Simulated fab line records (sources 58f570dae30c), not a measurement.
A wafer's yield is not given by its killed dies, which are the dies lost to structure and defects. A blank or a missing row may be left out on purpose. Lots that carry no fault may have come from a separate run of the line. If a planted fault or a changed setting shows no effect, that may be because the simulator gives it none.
The same fault as seen by 2 desks | flow berkeley-cmos170 | only its own numbers are on each desk; what lay behind them is given at the end

## AT THE TOOL OWNER'S DESK: pvd-sputter-04
The tool's own readings at UCB170_M3_SPUTTER_01 (material Al, target thk 900 nm, time 120 s): means of the sampled wafers that have a number, for each lot that ran on this tool. The brackets show how far a lot's mean lies from the usual mean; more than 4 standard deviations puts the lot out of limits, marked OUT.
Columns: A = throttle-valve-pct at UCB170_M3_SPUTTER_01, usual 30.4 %
lot  | first seen here | A
L470 | day 9 21:28     | 30.2
L474 | day 10 06:27    | 30.2
L476 | day 10 18:46    | 28.3
L482 | day 12 09:26    | 28.9
L486 | day 12 15:28    | 29.3
This desk's finding: nothing out of limits on any of the 5 lots.

## FROM THE METROLOGY DESK
What the gauges read, lot by lot, whatever tool the lot ran on: means of the sampled wafers that have a number. The brackets show how far a lot's mean lies from the usual mean; more than 4 standard deviations puts the lot out of limits, marked OUT.
Columns: A = SILICIDE_TI_RS at UCB170_SILICIDE_RS_MEAS_02, usual 26.2 ohm/sq; B = CONTACT_OVL at UCB170_CONTACT_OVL_MEAS_16, usual 0 nm; C = M3_AL_RS at UCB170_M3_RS_MEAS_02, usual 0.03215 ohm/sq; D = M3_AL_THK at UCB170_M3_THK_MEAS_03, usual 890 nm
lot  | first seen here | A    | B  | C                 | D
L469 | day 8 01:37     | 26.0 | 1  | 0.03197           | 897
L472 | day 9 00:24     | 25.9 | 3  | 0.03199           | 899
L471 | day 9 00:57     | 26.1 | -3 | 0.03227           | 891
L470 | day 9 01:07     | 25.7 | -4 | 0.03199           | 886
L474 | day 9 10:54     | 26.3 | -2 | 0.03209           | 885
L475 | day 9 11:47     | 26.3 | 5  | 0.03201           | 901
L477 | day 10 01:28    | 26.6 | -9 | 0.03216           | 896
L476 | day 10 02:02    | 26.5 | -6 | 0.03211           | 882
L482 | day 11 14:15    | 26.3 | -4 | 0.04165 (+45) OUT | 681 (-22) OUT
L486 | day 11 19:58    | 26.2 | -1 | 0.04145 (+44) OUT | 687 (-22) OUT
L488 | day 12 05:40    | 25.8 | -1 | 0.03234           | 884
L490 | day 12 19:18    | 26.3 | -1 | 0.03209           | 886
L489 | day 12 19:20    | 26.2 | -3 | 0.03253           | 873
L491 | day 13 19:10    | 26.0 | 0  | 0.03224           | 893
This desk finds L482, L486 out of limits, with the earliest case on L482 at day 12 09:31 (M3_AL_RS at UCB170_M3_RS_MEAS_02). In limits: L469, L472, L471, L470, L474, L475, L477, L476, L488, L490, L489, L491.

## ALL TOGETHER
Metrology desk: alarm possible at day 12 09:31 on L482, L486.
Nothing out of limits was seen by the tool owner's desk.
On record at the tool owner's desk: L482, L486, within its limits.
Every lot named ran UCB170_M3_SPUTTER_01 on pvd-sputter-04.

## WHAT HAD BEEN PUT IN BY THE SIMULATOR
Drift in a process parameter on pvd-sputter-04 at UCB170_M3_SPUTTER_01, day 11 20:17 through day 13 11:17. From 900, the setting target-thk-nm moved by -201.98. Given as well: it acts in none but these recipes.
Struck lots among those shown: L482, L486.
Time in hours between the start of the fault and the first out-of-limits reading at each desk: metrology desk, 13.
